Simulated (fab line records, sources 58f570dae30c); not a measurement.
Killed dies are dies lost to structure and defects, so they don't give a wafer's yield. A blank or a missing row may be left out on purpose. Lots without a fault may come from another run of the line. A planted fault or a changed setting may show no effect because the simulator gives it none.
A struck lot beside a sound one | flow berkeley_cmos170 | 15 steps out of a route of 331
Sound: wafers L829.4, L829.5, L829.6. Struck: wafers L834.1, L834.3, L834.5. The cause comes at the end.
At each step with rows: each side's tool, then ch and its chambers, then its first start. Under that, the readings that differ: sound wafers | struck wafers | difference of the means | sigmas: that difference in standard deviations of wafers without a fault.
alike: readings whose means differ by less than 2 such deviations, and words and numbers that are the same on both sides. not compared: withheld readings, readings that some wafer has no value for, bounds like >300 that may hide the same value, and numbers for which the record gives no deviation and whose values overlap.
The two part at a step that has a row with sigmas, a row that says differs or no value, or rows on one side only. Numbers that don't overlap but have no deviation are shown without sigmas and don't part them. A reading that every wafer of one side lacks parts them only if that side has two wafers or more.

first, 6 steps without rows for these wafers: UCB170_GATE_COAT_06; UCB170_GATE_COAT_07 (resist thk 900 nm); UCB170_GATE_SOFTBAKE_08 (time 60 s); UCB170_GATE_EXPOSE_09 (exposes mask POLY, target cd 350 nm); UCB170_GATE_PEB_10; UCB170_GATE_DEVELOP_11 (develop time 45 s).
UCB170_GATE_CD_MEAS_12: target cd 350 nm.
  sound on cd_sem-02, day 8 02:26; struck on cd_sem-02, day 8 18:38
  alike: cd_nm
UCB170_GATE_OVL_MEAS_13:
  sound on overlay-02, day 8 02:31; struck on overlay-02, day 8 18:46
  alike: GATE_OVL
UCB170_GATE_ETCH_14: etches BARC in N2/H2.
  sound on rie_diel-02 ch 0,2,3, day 8 02:32; struck on rie_diel-01 ch 1,3, day 8 18:47
  alike: chamber_pressure_mTorr, drypump_motor_current_A, oes_product_au, throttle_valve_pct
UCB170_GATE_ETCH_15: etches poly-Si in HBr/Cl2, stops on SiO2, time 56.3 s, target depth 278.2 nm.
  sound on rie_si-02 ch 0,1,2, day 8 02:37; struck on rie_si-01 ch 0,1,2, day 8 18:50
  alike: chamber_pressure_mTorr, drypump_motor_current_A, oes_product_au, throttle_valve_pct
  not compared: rf_hours_counter_h
UCB170_GATE_STRIP_16: strips in O2.
  sound on plasma_asher-03 ch 0,1, day 8 02:40; struck on plasma_asher-01 ch 1, day 8 18:53
  alike: chamber_pressure_mTorr, drypump_motor_current_A, oes_product_au
  not compared: rf_hours_counter_h
UCB170_GATE_CD_MEAS_90: target cd 350 nm.
  sound on cd_sem-02, day 8 02:50; struck on cd_sem-02, day 8 18:59
  alike: cd_nm
UCB170_GATE_CLEAN_17: cleans in SPM, time 600 s.
  sound on wet_bench-03 ch 0, day 8 02:56; struck on wet_bench-03 ch 3, day 8 19:14
  no value came back on the struck wafers for bath_guard_temp_C (C), bath_heat_duty_pct (%); on the sound wafers bath_guard_temp_C (C) reads 120.10 120.05 120.06
then, 1 step without rows for these wafers: UCB170_PLDD_HMDS_00 (prime time 60 s).
UCB170_M3_PROBE_99:
  the record has rows for the struck wafers here (prober-02, day 10 15:16) and none for the sound ones

WHERE THEY PART
First at UCB170_GATE_CLEAN_17; last, within this record, at UCB170_M3_PROBE_99.

WHY: what the simulator had put in
Skipped step whole: wet_bench-03, from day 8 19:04 on, at UCB170_GATE_CLEAN_17. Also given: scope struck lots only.
